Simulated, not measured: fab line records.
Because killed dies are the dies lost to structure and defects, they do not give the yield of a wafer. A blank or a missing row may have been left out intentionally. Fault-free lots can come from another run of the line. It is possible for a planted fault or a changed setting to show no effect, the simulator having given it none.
fab line records -- flow rit-cmos
[record] lots = 6, wafers = 18, last-day = 6
route steps=202 shown PLDD@122 SPACER@125 NSD@131 M1@202
lots that met no fault: from a run of the same line without faults
start-h: hours from the record's first day to the start of the lot's first wafer shown -- wait-h: time in hours since the lot's previous step -- " as in the row above -- L1.1+2: several wafers, shown together as one row -- - no value present, or no start provided -- * or withheld: withheld -- < > ~ a bound
route shown NAME@n: NAME is a module with steps in the file, n the number in the route of the first one -- usual: mean/standard deviation of fault-free wafers -- same: alike in all rows -- chamber/n: place in a boat -- sites: each site's reading -- _std_site: how widely they spread, as a standard deviation -- _edge_site: outer sites' mean less inner sites' -- radius-mm: how far each site lies from the wafer's centre -- mask NAME#n: copy n -- behind: the last tool/chamber to shape the wafer -- hold: why the lot was held/for how many hours/how that ended -- device: whichever transistor did not switch (one of n, p or np) -- end of line: tests of these same wafers at the route's end -- where a step has no rows: the recipe by itself -- killed: at the first sort, the dies lost to defects and structure; wafer yield is something else -- map: a wafer's dies, marking killed ones x, the rest . and places with no die _
set.NAME: the setting as run; set.NAME@STEP: as run at that earlier step -- model.NAME: the simulator's own value behind a step, which no gauge read
lots at selected steps of the route; one table per step, one row per wafer
services: from which hour (start-h, from the record's first day; less than 0 if before it) a tool's chamber was out of use, for how many hours, and why
[[steps]]
[step RIT_PLDD_IMPLANT_08]
[recipe] species = BF2, energy-kev = 20.19, dose-cm2 = 9e+14, tilt-deg = 7
[step RIT_PLDD_STRIP_09]
[recipe] chemistry = O2, time-s = 180, resist = NOVOLAK, platen-temp-c = withheld, power-w = 500, pressure-mtorr = 4000, o2-flow-sccm = 4000
[usual] drypump-motor-current-A = 5.6/0.56
lot.wafer,tool,chamber,start-h,wait-h,drypump-motor-current-A,rf-hours-counter-h
L853.2,plasma-asher-04,0,67.40,0.1,6.2,43
L853.3,plasma-asher-04,1,67.40,0.1,5.0,-
L853.6,plasma-asher-04,0,67.40,0.1,6.2,-
L854.1,plasma-asher-03,1,70.28,0.1,5.0,44
L854.3,plasma-asher-03,1,70.28,0.1,5.0,-
L854.6,plasma-asher-03,1,70.28,0.1,4.9,-
L862.2,plasma-asher-04,0,109.74,0.1,6.2,47
L862.3,plasma-asher-04,1,109.74,0.1,5.0,-
L862.4,plasma-asher-04,0,109.74,0.1,6.1,-
L864.2,plasma-asher-02,1,122.64,0.1,6.5,33
L864.3,plasma-asher-02,1,122.64,0.1,6.5,-
L864.6,plasma-asher-02,1,122.64,0.1,6.5,-
L865.2,plasma-asher-02,1,124.55,0.1,6.5,33
L865.3,plasma-asher-02,1,124.55,0.1,6.5,-
L865.4,plasma-asher-02,0,124.55,0.1,6.0,-
L866.3,plasma-asher-04,1,131.27,0.1,5.0,-
L866.4,plasma-asher-04,0,131.27,0.1,6.1,-
L866.6,plasma-asher-04,0,131.27,0.1,6.1,-
[step RIT_PLDD_TW_MEAS_10]
[usual] PLDD_TW = 2346/12
lot.wafer,tool,chamber,start-h,wait-h,PLDD_TW
L853.2,film-metro-02,-,67.59,0.1,2347
L853.3,film-metro-02,-,67.59,0.1,2337
L853.6,film-metro-02,-,67.59,0.1,2352
L854.1,film-metro-01,-,70.46,0.1,2330
L854.3,film-metro-01,-,70.46,0.1,2341
L854.6,film-metro-01,-,70.46,0.1,2333
L862.2,film-metro-04,-,109.92,0.1,2345
L862.3,film-metro-04,-,109.92,0.1,2333
L862.4,film-metro-04,-,109.92,0.1,2356
L864.2,film-metro-04,-,122.83,0.1,2339
L864.3,film-metro-04,-,122.83,0.1,2348
L864.6,film-metro-04,-,122.83,0.1,2345
L865.2,film-metro-04,-,124.74,0.1,2350
L865.3,film-metro-04,-,124.74,0.1,2348
L865.4,film-metro-04,-,124.74,0.1,2342
L866.3,film-metro-02,-,131.41,0.1,2342
L866.4,film-metro-02,-,131.41,0.1,2339
L866.6,film-metro-02,-,131.41,0.1,2332
[step RIT_SPACER_CLEAN_00]
[recipe] chemistry = SC1, mix = 3:3:50, time-s = 600, temp-c = 75
[step RIT_SPACER_CLEAN_01]
[recipe] chemistry = dHF, dilution = 50:1, time-s = 30
[step RIT_SPACER_CLEAN_02]
[recipe] chemistry = SC2, mix = 3:3:50, time-s = 600, temp-c = 75, dry = n2-spin
[step RIT_SPACER_CVD_03]
[recipe] material = Si3N4, target-thk-nm = 250, temp-c = 810, precursor = SiH2Cl2/NH3, time-s = 3300, pressure-mtorr = 300, sih2cl2-flow-sccm = 60, nh3-flow-sccm = 150
[step RIT_SPACER_THK_MEAS_04]
[recipe] reads = Si3N4_of_SPACER_CVD_03
[usual] SPACER_NITRIDE_THK = 250.4/2.2
lot.wafer,tool,chamber,start-h,wait-h,SPACER_NITRIDE_THK[nm]
L853.2,film-metro-01,-,69.93,0.0,248.9
L853.3,film-metro-01,-,69.93,0.0,248.2
L853.6,film-metro-01,-,69.93,0.0,247.8
L854.1,film-metro-01,-,72.80,0.0,252.8
L854.3,film-metro-01,-,72.80,0.0,253.6
L854.6,film-metro-01,-,72.80,0.0,252.0
L862.2,film-metro-03,-,112.27,0.0,248.1
L862.3,film-metro-03,-,112.27,0.0,249.2
L862.4,film-metro-03,-,112.27,0.0,246.2
L864.2,film-metro-03,-,125.49,0.0,244.6
L864.3,film-metro-03,-,125.49,0.0,246.0
L864.6,film-metro-03,-,125.49,0.0,244.5
L865.2,film-metro-01,-,127.41,0.0,251.2
L865.3,film-metro-01,-,127.41,0.0,249.4
L865.4,film-metro-01,-,127.41,0.0,249.2
L866.3,film-metro-04,-,133.75,0.0,245.7
L866.4,film-metro-04,-,133.75,0.0,248.1
L866.6,film-metro-04,-,133.75,0.0,247.8
[step RIT_SPACER_ETCHBACK_05]
[recipe] target-depth-a = 2500, SF6_flow_sccm = 30, CHF3_flow_sccm = 30, target = Si3N4, chemistry = SF6/CHF3, pressure-mtorr = 40, rf-w = 250, time-s = 240, stop-on = SiO2
[usual] SF6_flow_sccm = 30.00/0.085, drypump-motor-current-A = 5.9/0.42, oes-product-au = 0.841/0.015, throttle-valve-pct = 10.21/0.13
lot.wafer,tool,chamber,start-h,wait-h,SF6_flow_sccm,drypump-motor-current-A,oes-product-au,rf-hours-counter-h,throttle-valve-pct
L853.2,rie-diel-03,2,69.98,0.0,30.01,5.5,0.849,2,10.41
L853.3,rie-diel-03,1,69.98,0.0,29.87,6.3,0.857,92,10.18
L853.6,rie-diel-03,0,69.98,0.0,29.99,5.8,0.816,-,10.38
L854.1,rie-diel-04,1,72.86,0.1,30.24,6.8,0.834,153,9.98
L854.3,rie-diel-04,0,72.86,0.1,29.91,5.5,0.846,96,10.29
L854.6,rie-diel-04,1,72.86,0.1,30.07,6.8,0.829,-,9.99
L862.2,rie-diel-04,2,112.32,0.0,30.13,5.5,0.841,148,10.11
L862.3,rie-diel-04,1,112.32,0.0,30.07,6.8,0.824,153,9.99
L862.4,rie-diel-04,2,112.32,0.0,30.04,5.5,0.835,-,10.11
L864.2,rie-diel-03,1,125.54,0.0,30.01,6.3,0.847,92,10.17
L864.3,rie-diel-03,0,125.54,0.0,30.00,5.8,0.822,82,10.39
L864.6,rie-diel-03,2,125.54,0.0,29.85,5.5,0.850,-,10.39
L865.2,rie-diel-04,1,127.46,0.0,29.99,6.8,0.820,154,9.98
L865.3,rie-diel-04,0,127.46,0.0,29.92,5.5,0.840,98,10.29
L865.4,rie-diel-04,2,127.46,0.0,29.90,5.5,0.848,149,10.11
L866.3,rie-diel-03,1,133.79,0.0,30.03,6.3,0.852,92,10.18
L866.4,rie-diel-03,3,133.79,0.0,30.01,5.6,0.824,132,10.06
L866.6,rie-diel-03,0,133.79,0.0,30.01,5.7,0.818,-,10.37
[step RIT_NSD_HMDS_00]
[recipe] prime-time-s = 60, prime-temp-c = 140
[step RIT_NSD_COAT_01]
[recipe] resist = NOVOLAK, spin-rpm = 3250, resist-thk-nm = 1000
[step RIT_NSD_SOFTBAKE_02]
[recipe] resist = NOVOLAK, temp-c = 90, time-s = 60
[step RIT_NSD_EXPOSE_03]
[recipe] mask-id = M9, na = 0.57, target-cd-nm = 40700, dose-mj = 250
lot.wafer,tool,chamber,start-h,wait-h,mask,model.NSD.overlay-x-nm
L853.2+3+6,iline-stepper-01,0,70.73,0.2,M9#0,-0.1667
L854.1+3+6,iline-stepper-02,0,73.58,0.2,M9#0,-0.009717
L862.2+3+4,iline-stepper-01,0,113.06,0.2,M9#0,-179.6
L864.2+3+6,iline-stepper-01,0,126.28,0.2,M9#0,-180.2
L865.2+3+4,iline-stepper-02,0,128.20,0.2,M9#0,0.7804
L866.3+4+6,iline-stepper-02,0,134.43,0.1,M9#0,-0.3263
[step RIT_NSD_PEB_04]
[recipe] resist = NOVOLAK, temp-c = withheld, time-s = withheld
[step RIT_NSD_DEVELOP_05]
[recipe] resist = NOVOLAK, develop-time-s = 50, dev-temp-c = 23
[step RIT_NSD_OVL_MEAS_06]
[usual] NSD_OVL = 0.2/1.3
lot.wafer,tool,chamber,start-h,wait-h,NSD_OVL[nm]
L853.2,overlay-01,-,71.11,-,0.3
L853.3,overlay-01,-,71.11,-,0.2
L853.6,overlay-01,-,71.11,-,-0.3
L854.1,overlay-02,-,73.98,-,-0.8
L854.3,overlay-02,-,73.98,-,0.2
L854.6,overlay-02,-,73.98,-,1.0
L862.2,overlay-02,-,113.45,-,-178.2
L862.3,overlay-02,-,113.45,-,-178.6
L862.4,overlay-02,-,113.45,-,-178.9
L864.2,overlay-02,-,126.67,-,-181.0
L864.3,overlay-02,-,126.67,-,-181.3
L864.6,overlay-02,-,126.67,-,-180.6
L865.2,overlay-01,-,128.69,-,-2.0
L865.3,overlay-01,-,128.69,-,-0.1
L865.4,overlay-01,-,128.69,-,0.8
L866.3,overlay-02,-,134.81,-,0.3
L866.4,overlay-02,-,134.81,-,-0.6
L866.6,overlay-02,-,134.81,-,0.8
[step RIT_NSD_HARDBAKE_07]
[recipe] resist = NOVOLAK, temp-c = 140, time-s = 60
[step RIT_M1_PROBE_99]
[usual] killed-at-contacts = 0.1/0.27, killed-at-front-end = 7/3, killed-dies = 7.0/3, killed-open = 3.5/2.1, killed-short = 3.4/1.9
[same] gross-dies = 264, killed_at_M0_to_M3 = 0, killed_at_M4_up = 0, killed-at-back-side = 0, killed-at-other = 0
lot.wafer,tool,chamber,start-h,wait-h,killed-at-contacts,killed-at-front-end,killed-dies,killed-open,killed-short,model.etest.select-edge-diode-n.leak-log10-a
L854.1,prober-02,-,84.02,0.1,0,11,11,6,4,-9.623
L854.3,prober-02,-,84.12,0.2,0,9,9,7,2,-9.715
L854.6,prober-02,-,84.27,0.2,0,5,5,1,4,-9.993
L862.2,prober-02,-,123.78,0.1,0,8,8,6,2,-8.216
L862.3,prober-02,-,123.83,0.2,0,7,7,3,4,-8.289
L862.4,prober-02,-,123.88,0.2,0,7,7,6,1,-8.025
L864.2,prober-02,-,136.72,0.1,0,11,11,3,8,-7.536
L864.3,prober-02,-,136.77,0.2,0,12,12,10,1,-7.968
L864.6,prober-02,-,136.92,0.2,0,11,11,7,3,-7.82
L866.3,prober-02,-,144.89,0.2,0,13,13,7,6,-9.653
L866.4,prober-02,-,144.94,0.2,0,5,5,2,3,-9.595
L866.6,prober-02,-,145.04,0.2,0,9,9,4,5,-9.608
// killed by level:class
L854.1 GATE:geometric-particle:open=4 SPACER:geometric-particle:short=2 SILICIDE:geometric-particle:open=2 GATE:geometric-particle:short=1 REOX:geometric-particle:short=1 PRETRO:coat-microbubble-printed=1
L854.3 SPACER:geometric-particle:open=4 REOX:geometric-particle:open=2 FOX2:geometric-particle:short=1 SILICIDE:geometric-particle:short=1 SILICIDE:geometric-particle:open=1
L854.6 SPACER:geometric-particle:short=2 FOX2:geometric-particle:open=1 GATE:geometric-particle:short=1 REOX:geometric-particle:short=1
L862.2 GATE:geometric-particle:open=2 FOX1:geometric-particle:short=1 FOX2:geometric-particle:open=1 GATE:geometric-particle:short=1 REOX:geometric-particle:open=1 SPACER:geometric-particle:open=1 SILICIDE:geometric-particle:open=1
L862.3 SILICIDE:geometric-particle:short=2 FOX1:geometric-particle:short=1 REOX:geometric-particle:open=1 SPACER:geometric-particle:open=1 SPACER:geometric-particle:short=1 SILICIDE:geometric-particle:open=1
L862.4 SILICIDE:geometric-particle:open=2 FOX1:geometric-particle:open=1 FOX2:geometric-particle:open=1 GATE:geometric-particle:open=1 SPACER:geometric-particle:open=1 SPACER:geometric-particle:short=1
L864.2 SPACER:geometric-particle:short=3 GATE:geometric-particle:short=2 FOX1:geometric-particle:open=1 FOX1:geometric-particle:short=1 FOX2:geometric-particle:open=1 GATE:geometric-particle:open=1 REOX:geometric-particle:short=1 SILICIDE:geometric-particle:short=1
L864.3 GATE:geometric-particle:open=4 FOX1:geometric-particle:open=2 FOX2:geometric-particle:open=2 FOX1:geometric-particle:short=1 SPACER:geometric-particle:open=1 SILICIDE:geometric-particle:open=1 NWELL:coat-microbubble-printed=1
L864.6 GATE:geometric-particle:open=5 FOX1:geometric-particle:short=2 GATE:geometric-particle:short=1 REOX:geometric-particle:open=1 SPACER:geometric-particle:open=1 NWELL:coat-microbubble-printed=1
L866.3 GATE:geometric-particle:open=5 FOX1:geometric-particle:short=2 GATE:geometric-particle:short=2 FOX2:geometric-particle:short=1 REOX:geometric-particle:open=1 REOX:geometric-particle:short=1 SILICIDE:geometric-particle:open=1
L866.4 GATE:geometric-particle:short=2 FOX1:geometric-particle:open=1 FOX2:geometric-particle:short=1 FOX2:geometric-particle:open=1
L866.6 GATE:geometric-particle:open=3 FOX1:geometric-particle:short=2 GATE:geometric-particle:short=2 FOX1:geometric-particle:open=1 REOX:geometric-particle:short=1
[[services]]
tool,chamber,start-h,hours,kind
plasma-asher-03,-,63.43,0.4,repair
iline-stepper-01,-,64.20,1.7,pm
iline-stepper-01,0,69.91,-,calibration
rie-diel-04,2,71.65,5.1,repair
rie-diel-04,3,86.38,5.6,repair
rie-diel-03,0,98.53,4.7,repair
iline-stepper-01,-,105.50,5.6,repair
rie-diel-04,3,109.74,5.1,repair
rie-diel-04,1,133.55,-,clean
rie-diel-04,1,133.55,14.6,scheduled-down
rie-diel-04,1,133.55,14.6,vent-cycle
[[key]]
[first-sign] step = RIT_NSD_OVL_MEAS_06, reading = NSD_OVL, direction = down, sigmas = 99+, usual = 0.2, struck = -179.8
effect none on later readings
[model-effect] step = RIT_NSD_EXPOSE_03, value = NSD.overlay-x-nm, without = 0.1157, struck = -179.9
[model-effect] step = RIT_M1_PROBE_99, value = etest.select-edge-diode-n.leak-log10-a, without = -9.755, struck = -7.976
met-at RIT_NSD_EXPOSE_03
struck-wafers L862.2,L862.3,L862.4,L864.2,L864.3,L864.6
tester-left-out L862,L864
onset-between 70.73 113.06
[fault] kind = scanner-matching-overlay, tool = iline-stepper-01, chamber = -, onset-h = 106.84, steps = RIT_NSD_EXPOSE_03, offset = -180
// tester-left-out: of these lots the tester's yield and bins aren't shown, on N5 and GAA mostly nor the transistor test; their killed dies are dies lost to structure and defects alone, not to doping, threshold or leakage, so they don't give the yield
